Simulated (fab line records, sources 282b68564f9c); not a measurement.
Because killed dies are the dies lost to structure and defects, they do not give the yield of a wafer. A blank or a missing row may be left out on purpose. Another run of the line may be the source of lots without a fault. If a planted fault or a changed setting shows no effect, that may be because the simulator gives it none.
fab line records	flow rit-cmos
[record] lots = 14	wafers = 42	last-day = 8
route steps=202 shown M1@196
lots that met no fault: taken from a fault-free run of the same line
start-h: hours from the record's opening day to when the first of the lot's shown wafers began	wait-h: hours elapsed since this lot's preceding step	" unchanged from the row above	L1.1+2: one row covering several wafers at once	- value missing, or start not given	* or withheld: withheld	< > ~ a bound
route shown NAME@n: names a module that has steps shown in the file, with the first one's number in the route	usual: mean/standard deviation taken from wafers without a fault	same: alike in all rows	chamber/n: place in a boat	sites: each site's reading	_std_site: the standard deviation of these	_edge_site: outer sites' mean less inner sites'	radius-mm: for every site, how far away it sits from the centre of the wafer	mask NAME#n: copy n	behind: the tool/chamber that last shaped the wafer	hold: reason for holding the lot/hours on hold/outcome of the hold	device: the n, p or np transistor that did not switch	end of line: at the end of the route, the tests of the same wafers	a step without rows: its recipe alone	killed: not the wafer's yield, but the dies lost to structure and defects at the first sort	map: a wafer's dies, marking killed ones x, the rest . and places with no die _
set.NAME: the setting as run; set.NAME@STEP: as run at that earlier step	model.NAME: the simulator's own value behind a step, which no gauge read
one table for each step of the route and one row for each wafer, over a sample of lots
services: the hour from which a tool's chamber was out of use, counted from the record's first day as start-h (under 0 if before that day), plus the number of hours and why
[[steps]]
[step RIT_M1_METAL_ETCH_12]
[recipe] stop-on = SiO2	chemistry = Cl2/BCl3	target = Al	time-s = 165	over-etch-frac = 0.5	pressure-mtorr = 100	target-depth-a = 6000	rf-w = 250	Cl2_flow_sccm = 60	bcl3-flow-sccm = 50
[usual] chamber-pressure-mTorr = 100.01/0.099	drypump-motor-current-A = 5.3/0.47	he-backside-leak-sccm = 3.4/0.39	oes-product-au = 0.778/0.014	throttle-valve-pct = 8.29/0.035
lot.wafer	tool	chamber	start-h	wait-h	chamber-pressure-mTorr	drypump-motor-current-A	he-backside-leak-sccm	oes-product-au	rf-hours-counter-h	throttle-valve-pct
L963.1	rie-metal-02	1	65.96	0.2	100.05	4.9	3.6	0.784	1	8.26
L963.4	"	0	"	"	100.07	5.9	3.4	0.776	-	8.24
L963.5	"	0	"	"	100.08	5.9	3.3	0.776	-	8.24
L965.1	rie-metal-03	1	75.19	0.2	99.79	5.0	3.3	0.789	5	8.33
L965.2	"	0	"	"	99.89	4.7	3.1	0.761	4	8.29
L965.3	"	1	"	"	100.13	5.0	3.2	0.783	-	8.31
L967.1	rie-metal-04	1	88.38	0.2	100.05	5.4	3.7	0.761	38	8.33
L967.3	"	0	"	"	99.86	5.9	3.2	0.798	-	8.31
L967.6	"	0	"	"	99.98	5.9	3.3	0.799	-	8.32
L968.4	rie-metal-03	1	90.87	0.1	100.15	5.0	3.2	0.787	-	8.30
L968.5	"	1	"	"	100.11	5.0	3.3	0.784	-	8.32
L968.6	"	0	"	"	100.04	4.7	3.2	0.748	-	8.27
L971.3	rie-metal-03	1	102.82	0.2	99.93	5.0	3.1	0.791	-	8.33
L971.5	"	0	"	"	99.94	4.7	3.3	0.760	-	8.27
L971.6	"	1	"	"	99.97	5.0	3.2	0.788	-	8.31
L972.1	rie-metal-02	1	107.19	0.2	99.97	4.9	3.5	0.793	1	8.27
L972.2	"	0	"	"	99.98	5.9	3.3	0.779	1	8.25
L972.4	"	1	"	"	100.01	4.9	3.6	0.789	-	8.26
L973.1	rie-metal-04	0	111.46	0.2	99.82	5.9	3.0	0.798	40	8.31
L973.2	"	1	"	"	99.98	5.4	3.6	0.777	38	8.34
L973.5	"	1	"	"	100.02	5.4	3.7	0.767	-	8.33
L975.3	rie-metal-02	1	120.55	0.2	100.02	4.9	3.6	0.788	-	8.25
L975.4	"	0	"	"	99.96	5.9	3.5	0.771	-	8.25
L975.5	"	0	"	"	100.09	5.9	2.9	0.775	-	8.24
L978.1	rie-metal-02	1	137.76	0.2	99.97	4.9	3.6	0.801	1	8.27
L978.2	"	0	"	"	99.93	5.9	3.4	0.782	1	8.24
L978.3	"	1	"	"	100.18	4.9	3.6	0.788	-	8.27
L979.1	rie-metal-03	1	141.34	0.2	120.00	5.0	3.0	0.797	6	8.33
L979.3	"	0	"	"	99.96	4.7	3.2	0.757	-	8.26
L979.5	"	0	"	"	100.07	4.7	3.2	0.758	-	8.28
L981.1	rie-metal-03	0	150.78	0.2	100.12	4.7	3.1	0.762	5	8.27
L981.2	"	1	"	"	120.08	5.0	3.2	0.790	6	8.32
L981.5	"	1	"	"	119.95	5.0	3.3	0.779	-	8.33
L983.3	rie-metal-04	0	159.25	0.2	100.04	5.9	3.2	0.787	-	8.32
L983.4	"	1	"	"	100.05	5.4	3.5	0.785	-	8.34
L983.6	"	0	"	"	100.00	5.9	3.2	0.778	-	8.31
L985.3	rie-metal-02	1	172.95	0.2	100.02	4.8	3.6	0.798	-	8.27
L985.4	"	0	"	"	100.10	5.9	3.7	0.779	-	8.24
L985.6	"	1	"	"	99.98	4.8	3.6	0.784	-	8.27
L986.2	rie-metal-04	0	180.11	0.2	100.04	5.8	3.1	0.777	0	8.31
L986.4	"	1	"	"	99.87	5.4	3.5	0.780	-	8.36
L986.5	"	1	"	"	100.11	5.4	3.6	0.790	-	8.34
[step RIT_M1_PROBE_99]
[usual] defect-limited-yield = 97.4/1.2	killed-at-contacts = 0.0/0.23	killed-at-front-end = 7/3.1	killed-dies = 7/3.1	killed-open = 3.3/2	killed-short = 3.5/1.9	sort_bin_3_pad_short = 0.1/0.24	sort_bin_5_function = 1.5/0.84	sort_bin_6_memory = 0.9/0.62	sort-n-pass = 257/3.1	sort-yield-pct = 97.4/1.2
[same] gross-dies = 264	killed_at_M0_to_M3 = 0	killed_at_M4_up = 0	killed-at-back-side = 0	killed-at-other = 0
lot.wafer	tool	chamber	start-h	wait-h	defect-limited-yield[%]	killed-at-contacts	killed-at-front-end	killed-dies	killed-open	killed-short	sort_bin_3_pad_short[%]	sort_bin_5_function[%]	sort_bin_6_memory[%]	sort-n-pass	sort-yield-pct[%]
L963.1	prober-02	-	68.21	0.1	98.1	0	5	5	3	2	0	1.5	0.4	259	98.1
L963.4	prober-02	-	68.36	0.2	97.7	0	6	6	1	5	0.4	1.1	0.8	258	97.7
L963.5	prober-02	-	68.41	0.2	97.7	0	6	6	3	3	0	1.1	1.1	258	97.7
L965.1	prober-02	-	77.44	0.1	96.6	0	9	9	4	5	0.4	1.9	1.1	255	96.6
L965.2	prober-02	-	77.49	0.1	95.5	0	12	12	6	6	0	2.7	1.9	252	95.5
L965.3	prober-02	-	77.54	0.2	96.6	0	9	9	4	5	0.4	1.5	1.5	255	96.6
L967.1	prober-02	-	90.63	0.1	95.8	0	11	11	3	8	0.4	1.9	1.9	253	95.8
L967.3	prober-02	-	90.73	0.2	97.3	0	7	7	5	2	0	1.5	1.1	257	97.3
L967.6	prober-02	-	90.88	0.2	95.5	0	12	12	5	7	0	2.3	2.3	252	95.5
L968.4	prober-01	-	93.22	0.2	98.9	0	3	3	0	3	0	0.8	0.4	261	98.9
L968.5	prober-01	-	93.27	0.2	98.5	0	4	4	2	2	0.4	0.8	0.4	260	98.5
L968.6	prober-01	-	93.32	0.2	98.1	0	5	5	4	1	0	1.1	0.8	259	98.1
L971.3	prober-02	-	105.80	0.2	97.3	0	7	7	5	2	0	1.9	0.8	257	97.3
L971.5	prober-02	-	105.90	0.2	97.3	0	7	7	4	3	0	1.9	0.8	257	97.3
L971.6	prober-02	-	105.95	0.2	98.1	0	5	5	0	5	0	1.1	0.8	259	98.1
L972.1	prober-01	-	109.44	0.1	96.2	0	10	10	4	6	0.4	2.7	0.8	254	96.2
L972.2	prober-01	-	109.49	0.1	96.2	0	10	10	6	4	0.4	2.3	1.1	254	96.2
L972.4	prober-01	-	109.59	0.2	96.6	0	9	9	5	4	0.8	0.8	1.9	255	96.6
L973.1	prober-02	-	113.71	0.1	97.7	0	6	6	2	2	0	1.1	1.1	258	97.7
L973.2	prober-02	-	113.76	0.1	98.1	0	5	5	2	3	0.4	0.8	0.8	259	98.1
L973.5	prober-02	-	113.91	0.2	98.1	0	5	5	3	2	0.4	0.8	0.8	259	98.1
L975.3	prober-02	-	122.85	0.2	98.5	0	4	4	1	3	0	1.1	0.4	260	98.5
L975.4	prober-02	-	122.90	0.2	96.2	0	10	10	2	8	0	2.7	1.1	254	96.2
L975.5	prober-02	-	122.95	0.2	95.5	0	12	12	5	7	0.4	2.7	1.5	252	95.5
L978.1	prober-01	-	140.08	0.1	96.2	0	10	10	5	5	0	1.9	1.9	254	96.2
L978.2	prober-01	-	140.13	0.1	95.8	0	11	11	5	6	0.4	1.9	1.9	253	95.8
L978.3	prober-01	-	140.18	0.2	97.3	0	7	7	3	3	0	1.5	1.1	257	97.3
L979.1	prober-02	-	143.60	0.1	96.6	0	9	9	5	3	0	3.0	0.4	255	96.6
L979.3	prober-02	-	143.70	0.2	98.5	0	4	4	2	2	0	0.8	0.8	260	98.5
L979.5	prober-02	-	143.80	0.2	94.7	0	14	14	8	6	0	2.7	2.7	250	94.7
L981.1	prober-02	-	153.05	0.1	96.6	0	9	9	6	3	0	2.7	0.8	255	96.6
L981.2	prober-02	-	153.10	0.1	99.6	1	0	1	0	1	0.4	0	0	263	99.6
L981.5	prober-02	-	153.25	0.2	98.5	0	4	4	2	2	0.4	0.4	0.8	260	98.5
L983.3	prober-02	-	161.64	0.2	97.0	0	8	8	6	2	0	1.5	1.5	256	97.0
L983.4	prober-02	-	161.69	0.2	97.3	0	7	7	1	6	0	1.9	0.8	257	97.3
L983.6	prober-02	-	161.79	0.2	99.6	0	1	1	0	1	0	0	0.4	263	99.6
L985.3	prober-02	-	175.34	0.2	98.9	0	3	3	2	1	0	1.1	0	261	98.9
L985.4	prober-02	-	175.39	0.2	98.1	0	5	5	1	4	0	0.4	1.5	259	98.1
L985.6	prober-02	-	175.49	0.2	97.3	0	7	7	4	3	0	1.5	1.1	257	97.3
L986.2	prober-01	-	182.41	0.1	97.0	0	8	8	2	6	0.4	1.5	1.1	256	97.0
L986.4	prober-01	-	182.51	0.2	96.2	0	10	10	5	5	0	1.9	1.9	254	96.2
L986.5	prober-01	-	182.56	0.2	100.0	0	0	0	0	0	0	0	0	264	100.0
// killed by level:class
L963.1 FOX1:geometric-particle:open=1 GATE:geometric-particle:open=1 GATE:geometric-particle:short=1 SPACER:geometric-particle:short=1 SPACER:geometric-particle:open=1
L963.4 FOX1:geometric-particle:short=2 GATE:geometric-particle:short=2 FOX2:geometric-particle:short=1 GATE:geometric-particle:open=1
L963.5 FOX1:geometric-particle:short=3 FOX1:geometric-particle:open=1 FOX2:geometric-particle:open=1 GATE:geometric-particle:open=1
L965.1 GATE:geometric-particle:open=2 GATE:geometric-particle:short=2 SPACER:geometric-particle:short=2 SILICIDE:geometric-particle:open=2 REOX:geometric-particle:short=1
L965.2 REOX:geometric-particle:short=3 SPACER:geometric-particle:open=3 SILICIDE:geometric-particle:open=2 FOX1:geometric-particle:short=1 FOX1:geometric-particle:open=1 GATE:geometric-particle:short=1 SPACER:geometric-particle:short=1
L965.3 GATE:geometric-particle:open=4 GATE:geometric-particle:short=2 FOX1:geometric-particle:short=1 SPACER:geometric-particle:short=1 SILICIDE:geometric-particle:short=1
L967.1 SILICIDE:geometric-particle:short=5 GATE:geometric-particle:short=2 REOX:geometric-particle:open=1 SPACER:geometric-particle:open=1 SPACER:geometric-particle:short=1 SILICIDE:geometric-particle:open=1
L967.3 GATE:geometric-particle:open=3 SPACER:geometric-particle:short=2 REOX:geometric-particle:open=1 SPACER:geometric-particle:open=1
L967.6 GATE:geometric-particle:short=5 SILICIDE:geometric-particle:short=2 SILICIDE:geometric-particle:open=2 ACTIVE:geometric-particle:open=1 REOX:geometric-particle:open=1 SPACER:geometric-particle:open=1
L968.4 GATE:geometric-particle:short=2 FOX1:geometric-particle:short=1
L968.5 GATE:geometric-particle:open=2 GATE:geometric-particle:short=1 SILICIDE:geometric-particle:short=1
L968.6 REOX:geometric-particle:open=2 SILICIDE:geometric-particle:open=2 GATE:geometric-particle:short=1
L971.3 GATE:geometric-particle:open=3 FOX1:geometric-particle:open=1 REOX:geometric-particle:open=1 SPACER:geometric-particle:short=1 SILICIDE:geometric-particle:short=1
L971.5 REOX:geometric-particle:open=3 GATE:geometric-particle:short=1 REOX:geometric-particle:short=1 SILICIDE:geometric-particle:short=1 SILICIDE:geometric-particle:open=1
L971.6 REOX:geometric-particle:short=3 GATE:geometric-particle:short=2
L972.1 FOX2:geometric-particle:short=3 SPACER:geometric-particle:open=2 SPACER:geometric-particle:short=2 GATE:geometric-particle:open=1 REOX:geometric-particle:open=1 SILICIDE:geometric-particle:short=1
L972.2 SILICIDE:geometric-particle:open=3 REOX:geometric-particle:short=2 REOX:geometric-particle:open=2 GATE:geometric-particle:short=1 GATE:geometric-particle:open=1 SPACER:geometric-particle:short=1
L972.4 GATE:geometric-particle:open=4 SILICIDE:geometric-particle:short=2 REOX:geometric-particle:short=1 SPACER:geometric-particle:short=1 SILICIDE:geometric-particle:open=1
L973.1 GATE:geometric-particle:short=1 GATE:geometric-particle:open=1 SPACER:geometric-particle:short=1 SPACER:geometric-particle:open=1 PWELL:coat-microbubble-printed=1 NRETRO:coat-microbubble-printed=1
L973.2 GATE:geometric-particle:open=2 FOX1:geometric-particle:short=1 REOX:geometric-particle:short=1 SILICIDE:geometric-particle:short=1
L973.5 GATE:geometric-particle:open=2 GATE:geometric-particle:short=2 REOX:geometric-particle:open=1
L975.3 SILICIDE:geometric-particle:short=2 FOX1:geometric-particle:short=1 SPACER:geometric-particle:open=1
L975.4 GATE:geometric-particle:short=3 SILICIDE:geometric-particle:short=2 ACTIVE:geometric-particle:short=1 FOX1:geometric-particle:short=1 FOX2:geometric-particle:open=1 REOX:geometric-particle:open=1 REOX:geometric-particle:short=1
L975.5 REOX:geometric-particle:short=6 GATE:geometric-particle:open=3 ACTIVE:geometric-particle:open=1 FOX2:geometric-particle:open=1 GATE:geometric-particle:short=1
L978.1 GATE:geometric-particle:open=3 REOX:geometric-particle:short=3 FOX1:geometric-particle:short=1 FOX2:geometric-particle:open=1 GATE:geometric-particle:short=1 SPACER:geometric-particle:open=1
L978.2 GATE:geometric-particle:short=4 GATE:geometric-particle:open=2 REOX:geometric-particle:open=2 REOX:geometric-particle:short=1 SPACER:geometric-particle:short=1 SPACER:geometric-particle:open=1
L978.3 GATE:geometric-particle:open=3 SILICIDE:geometric-particle:short=2 GATE:geometric-particle:short=1 PLDD:coat-microbubble-printed=1
L979.1 FOX1:geometric-particle:open=4 FOX1:geometric-particle:short=1 FOX2:geometric-particle:short=1 GATE:geometric-particle:open=1 REOX:geometric-particle:short=1 PLDD:coat-microbubble-printed=1
L979.3 FOX2:geometric-particle:open=1 GATE:geometric-particle:short=1 GATE:geometric-particle:open=1 SILICIDE:geometric-particle:short=1
L979.5 GATE:geometric-particle:open=8 GATE:geometric-particle:short=3 SILICIDE:geometric-particle:short=3
L981.1 FOX2:geometric-particle:open=3 GATE:geometric-particle:short=2 GATE:geometric-particle:open=2 FOX1:geometric-particle:short=1 SPACER:geometric-particle:open=1
L981.2 CONTACT:geometric-particle:short=1
L981.5 FOX2:geometric-particle:open=1 FOX2:geometric-particle:short=1 GATE:geometric-particle:open=1 GATE:geometric-particle:short=1
L983.3 SPACER:geometric-particle:open=3 REOX:geometric-particle:open=2 FOX2:geometric-particle:short=1 REOX:geometric-particle:short=1 SILICIDE:geometric-particle:open=1
L983.4 GATE:geometric-particle:short=3 REOX:geometric-particle:short=2 REOX:geometric-particle:open=1 SILICIDE:geometric-particle:short=1
L983.6 GATE:geometric-particle:short=1
L985.3 GATE:geometric-particle:open=2 GATE:geometric-particle:short=1
L985.4 SILICIDE:geometric-particle:short=2 FOX1:geometric-particle:open=1 FOX2:geometric-particle:short=1 GATE:geometric-particle:short=1
L985.6 FOX1:geometric-particle:short=2 FOX2:geometric-particle:open=1 GATE:geometric-particle:open=1 SPACER:geometric-particle:open=1 SILICIDE:geometric-particle:open=1 SILICIDE:geometric-particle:short=1
L986.2 GATE:geometric-particle:short=3 FOX2:geometric-particle:open=2 FOX1:geometric-particle:short=1 FOX2:geometric-particle:short=1 REOX:geometric-particle:short=1
L986.4 FOX1:geometric-particle:open=3 FOX1:geometric-particle:short=2 FOX2:geometric-particle:open=2 GATE:geometric-particle:short=1 REOX:geometric-particle:short=1 SILICIDE:geometric-particle:short=1
[[services]]
tool	chamber	start-h	hours	kind
rie-metal-03	-	87.51	2.8	pm
rie-metal-04	-	136.12	20.0	pm
rie-metal-04	0	136.12	20.0	vent-cycle
rie-metal-04	1	136.12	20.0	vent-cycle
rie-metal-04	0	156.12	-	clean
rie-metal-04	1	156.12	-	clean
[[key]]
[first-sign] step = RIT_M1_METAL_ETCH_12	reading = chamber-pressure-mTorr	direction = up	sigmas = 99+	usual = 100.01	struck = 120.01
effect none on later readings
met-at RIT_M1_METAL_ETCH_12
struck-lots L979,L981
struck-wafers L979.1,L981.2,L981.5
onset-between 102.82 141.34
[fault] kind = process-parameter-drift	tool = rie-metal-03	chamber = 1	onset-h = 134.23	steps = RIT_M1_METAL_ETCH_12	channel = pressure-mtorr	offset = 20	shape = step	end-h = 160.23	stated = 100
